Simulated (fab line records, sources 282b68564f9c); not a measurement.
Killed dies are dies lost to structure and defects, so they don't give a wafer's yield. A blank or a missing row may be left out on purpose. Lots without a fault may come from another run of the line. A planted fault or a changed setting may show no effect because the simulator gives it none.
fab line records | flow rit_cmos
record lots=5 wafers=15 last_day=7
route steps=202 shown NRETRO@61 PRETRO@64
lots that met no fault: from a run of the same line without faults
start_h: hours from the record's first day to the start of the lot's first wafer shown | wait_h: hours since the lot's step before | " the same as in the row above | L1.1+2: a row that stands for several wafers | - no value, or no start given | * or withheld: withheld | < > ~ a bound
route shown NAME@n: a module of which the file shows steps, and the number in the route of the first | usual: mean/standard deviation of fault-free wafers | same: alike in all rows | chamber/n: place in a boat | sites: the reading at each site | _std_site: their standard deviation | _edge_site: outer sites' mean less inner sites' | radius_mm: how far each site lies from the wafer's centre | mask NAME#n: copy n | behind: the tool/chamber that last shaped the wafer | hold: why the lot was held/for how many hours/how that ended | device: the transistor (n, p or np) that didn't switch | end of line: the same wafers' tests at the end of the route | a step without rows: its recipe alone | killed: dies lost to structure and defects at the first sort, not the wafer's yield | map: a wafer's dies, x killed, . not, _ none there
set.NAME: the setting as run; set.NAME@STEP: as run at that earlier step | model.NAME: the simulator's own value behind a step, which no gauge read
lots at some steps of the route; a table a step, a row a wafer
services: from which hour (start_h, from the record's first day; less than 0 if before it) a tool's chamber was out of use, for how many hours, and why
## steps
# step RIT_NRETRO_IMPLANT_08
# recipe species=P energy_kev=70 dose_cm2=1e+13 tilt_deg=7
# step RIT_NRETRO_STRIP_09
# recipe chemistry=O2 time_s=180 resist=NOVOLAK platen_temp_c=withheld power_w=500 pressure_mtorr=4000 o2_flow_sccm=4000
# usual chamber_pressure_mTorr=4000/4 drypump_motor_current_A=6.1/0.64 run_length_s=208.5/0.35
# columns lot.wafer tool chamber start_h wait_h chamber_pressure_mTorr drypump_motor_current_A rf_hours_counter_h run_length_s
L793.1 plasma_asher-03 0 35.48 0.1 3992 6.2 37 208.3
L793.3 " 0 " " 3998 6.2 - 208.1
L793.4 " 1 " " 4008 4.9 - 208.3
L796.1 plasma_asher-01 1 49.89 0.1 4000 5.6 42 208.7
L796.3 " 0 " " 4008 6.8 - 208.4
L796.4 " 1 " " 3994 5.6 - 208.7
L805.1 plasma_asher-01 1 96.37 0.1 3996 5.6 46 208.9
L805.4 " 0 " " 4000 6.8 - 208.2
L805.6 " 1 " " 4000 5.6 - 209.1
L814.1 plasma_asher-01 1 139.81 0.1 3998 5.6 50 208.9
L814.5 " 0 " " 4000 6.8 - 208.6
L814.6 " 1 " " 4007 5.6 - 209.2
L815.2 plasma_asher-01 0 145.48 0.1 4006 6.8 51 208.2
L815.3 " 0 " " 3996 6.8 - 208.1
L815.4 " 1 " " 3996 5.6 - 208.6
# step RIT_NRETRO_TW_MEAS_10
# usual NRETRO_TW=1066/7
# columns lot.wafer tool chamber start_h wait_h NRETRO_TW
L793.1 film_metro-03 - 35.66 0.1 1062
L793.3 " - " " 1064
L793.4 " - " " 1061
L796.1 film_metro-02 - 50.06 0.1 1062
L796.3 " - " " 1070
L796.4 " - " " 1063
L805.1 film_metro-03 - 96.55 0.1 1068
L805.4 " - " " 1069
L805.6 " - " " 1070
L814.1 film_metro-04 - 139.98 0.1 1071
L814.5 " - " " 1063
L814.6 " - " " 1070
L815.2 film_metro-02 - 145.67 0.1 1072
L815.3 " - " " 1061
L815.4 " - " " 1066
# step RIT_PRETRO_HMDS_00
# recipe prime_time_s=60 prime_temp_c=140
# step RIT_PRETRO_COAT_01
# recipe resist=NOVOLAK spin_rpm=2000 resist_thk_nm=1300
# step RIT_PRETRO_SOFTBAKE_02
# recipe resist=NOVOLAK temp_c=90 time_s=60
# step RIT_PRETRO_EXPOSE_03
# recipe mask_id=M5 na=0.57 target_cd_nm=43700 dose_mj=250
# step RIT_PRETRO_PEB_04
# recipe resist=NOVOLAK temp_c=withheld time_s=withheld
# step RIT_PRETRO_DEVELOP_05
# recipe resist=NOVOLAK develop_time_s=68 dev_temp_c=23
# step RIT_PRETRO_OVL_MEAS_06
# usual PRETRO_OVL=-0.4/1.6
# columns lot.wafer tool chamber start_h wait_h PRETRO_OVL[nm]
L793.1 overlay-02 - 36.72 - -1.4
L793.3 " - " " -1.5
L793.4 " - " " -2.2
L796.1 overlay-01 - 51.13 - -0.5
L796.3 " - " " -0.6
L796.4 " - " " -1.3
L805.1 overlay-02 - 97.65 - 1.1
L805.4 " - " " 2.2
L805.6 " - " " 0.9
L814.1 overlay-02 - 141.11 - -1.5
L814.5 " - " " 0.4
L814.6 " - " " -0.4
L815.2 overlay-02 - 146.99 - -1.1
L815.3 " - " " -0.8
L815.4 " - " " 1.3
# step RIT_PRETRO_HARDBAKE_07
# recipe resist=NOVOLAK temp_c=140 time_s=120
# step RIT_PRETRO_IMPLANT_08
# recipe species=B energy_kev=45.75 dose_cm2=1.2e+13 tilt_deg=7
# step RIT_PRETRO_STRIP_09
# recipe chemistry=O2 time_s=180 resist=NOVOLAK platen_temp_c=withheld power_w=500 pressure_mtorr=4000 o2_flow_sccm=4000
# usual chamber_pressure_mTorr=4000/3.7 drypump_motor_current_A=6.1/0.54 run_length_s=208.3/0.38
# columns lot.wafer tool chamber start_h wait_h chamber_pressure_mTorr drypump_motor_current_A rf_hours_counter_h run_length_s model.NOVOLAK_of_PRETRO_COAT_01.thk_nm
L793.1 plasma_asher-04 0 37.19 0.1 4003 6.3 41 208.2 0
L793.3 " 0 " " 4000 6.3 - 207.9 0
L793.4 " 1 " " 4004 5.2 - 208.0 0
L796.1 plasma_asher-04 1 51.56 0.1 4005 5.2 43 208.1 0
L796.3 " 1 " " 4008 5.2 - 208.2 0
L796.4 " 0 " " 3998 6.3 - 207.9 0
L805.1 plasma_asher-04 1 98.09 0.1 4006 5.2 48 27.0 674
L805.4 " 1 " " 4001 5.2 - 27.3 673.9
L805.6 " 1 " " 3999 5.2 - 27.0 673.5
L814.1 plasma_asher-02 0 141.54 0.1 3998 6.1 34 208.5 0
L814.5 " 0 " " 3998 6.1 - 209.2 0
L814.6 " 1 " " 4001 6.6 - 207.9 0
L815.2 plasma_asher-02 0 147.42 0.1 4004 6.1 35 208.4 0
L815.3 " 1 " " 4001 6.6 - 207.9 0
L815.4 " 0 " " 3998 6.1 - 208.5 0
# step RIT_PRETRO_TW_MEAS_10
# usual PRETRO_TW=483/4.7
# columns lot.wafer tool chamber start_h wait_h PRETRO_TW
L793.1 film_metro-01 - 37.36 0.1 475
L793.3 " - " " 478
L793.4 " - " " 477
L796.1 film_metro-04 - 51.74 0.1 488
L796.3 " - " " 489
L796.4 " - " " 487
L805.1 film_metro-04 - 98.26 0.1 486
L805.4 " - " " 488
L805.6 " - " " 490
L814.1 film_metro-03 - 141.72 0.1 482
L814.5 " - " " 481
L814.6 " - " " 483
L815.2 film_metro-04 - 147.61 0.1 484
L815.3 " - " " 484
L815.4 " - " " 485
## services
# columns tool chamber start_h hours kind
plasma_asher-02 - 38.91 14.6 pm
plasma_asher-01 - 59.59 11.9 repair
plasma_asher-04 - 101.70 3.8 repair
plasma_asher-04 - 108.75 9.0 pm
plasma_asher-04 0 108.75 9.0 vent_cycle
plasma_asher-04 1 108.75 9.0 vent_cycle
plasma_asher-04 0 117.75 - clean
plasma_asher-04 1 117.75 - clean
## key
first_sign step=RIT_PRETRO_STRIP_09 reading=run_length_s direction=down sigmas=99+ usual=* struck=*
effect none on later readings
model_effect step=RIT_PRETRO_STRIP_09 value=NOVOLAK_of_PRETRO_COAT_01.thk_nm without=0 struck=673.8
met_at RIT_PRETRO_STRIP_09
struck_wafers L805.1,L805.4,L805.6
later_rows_left_out L805.1,L805.4,L805.6
sort_left_out L805.1,L805.4,L805.6
tester_left_out L805
onset_between 51.56 98.09
fault kind=strip_aborted tool=plasma_asher-04 chamber=- onset_h=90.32 steps=RIT_PRETRO_STRIP_09 offset=0.85 end_h=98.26
# tester_left_out: of these lots the tester's yield and bins aren't shown, on N5 and GAA mostly nor the transistor test; their killed dies are dies lost to structure and defects alone, not to doping, threshold or leakage, so they don't give the yield
# sort_left_out: the simulated sort isn't trusted on such a fault, so these wafers' sort isn't shown, and their yield isn't known
# later_rows_left_out: the simulator's readings of these wafers behind a module that went badly wrong aren't trusted and aren't shown, but for the sort
